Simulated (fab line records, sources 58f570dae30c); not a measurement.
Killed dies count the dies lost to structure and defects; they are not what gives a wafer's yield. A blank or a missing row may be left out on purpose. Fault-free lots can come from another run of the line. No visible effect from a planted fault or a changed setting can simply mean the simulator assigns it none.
Which of the tools did it? -- flow berkeleyCmos170 -- at 1 step of a route of 331, 15 lots with 45 wafers sampled

WHAT THE GAUGES SHOWED, per wafer
UCB170_START_THK_MEAS_03. Usual: START_OXIDE_THK typically reads 20.0 nm, with standard deviation 0.32.
lot,measured,on,START_OXIDE_THK (nm),flag
L200,day 1 21:40,filmMetro-01,20.2 20.2 20.2,
L201,day 1 21:40,filmMetro-03,19.7 19.8 19.4,
L202,day 2 05:39,filmMetro-01,19.5 19.8 19.6,
L204,day 2 17:14,filmMetro-03,20.3 19.8 19.9,
L205,day 2 20:29,filmMetro-04,19.9 20.1 19.8,
L207,day 3 06:02,filmMetro-01,19.0 19.3 19.3,
L211,day 3 23:47,filmMetro-03,20.3 20.3 20.5,
L212,day 4 05:11,filmMetro-03,19.8 19.8 20.1,
L213,day 4 13:20,filmMetro-04,19.8 20.1 19.6,
L214,day 4 17:59,filmMetro-03,20.0 20.0 19.9,
L216,day 5 01:04,filmMetro-01,19.9 19.9 19.6,
L217,day 5 09:12,filmMetro-03,20.2 20.7 20.7,
L219,day 5 17:11,filmMetro-03,20.2 20.5 20.1,
L221,day 6 03:32,filmMetro-01,19.6 19.8 19.8,
L222,day 6 08:58,filmMetro-01,20.0 19.9 20.0,

WHICH TOOL RAN EACH LOT (tool, then ch and the chambers of the sampled wafers, then the start)
The record holds no process step before these readings.

AS READ BY THE TOOLS THEMSELVES (means over the sampled wafers that have a number; for cases with no such wafer, the mark the record gives instead)
The record holds no such reading with a usual standard deviation.

THE ANSWER, worked out from the rows above alone
Rule: lot off if the mean of its wafers having a number is beyond 3 standard deviations from the usual mean. Also off: a lot with no number at a reading for which 4 or more lots have one. Any other lot the step has rows for is counted as sound. After the gauges, taken in route order, come the tools' own readings; for these a lot's mean is taken, as printed above. At the first step where some lot is off, the reading lying furthest off is the one used; lots without a number count as furthest.
No lot is off on any of the readings shown, so nothing can be concluded from this.

WHAT WAS PUT IN BY THE SIMULATOR
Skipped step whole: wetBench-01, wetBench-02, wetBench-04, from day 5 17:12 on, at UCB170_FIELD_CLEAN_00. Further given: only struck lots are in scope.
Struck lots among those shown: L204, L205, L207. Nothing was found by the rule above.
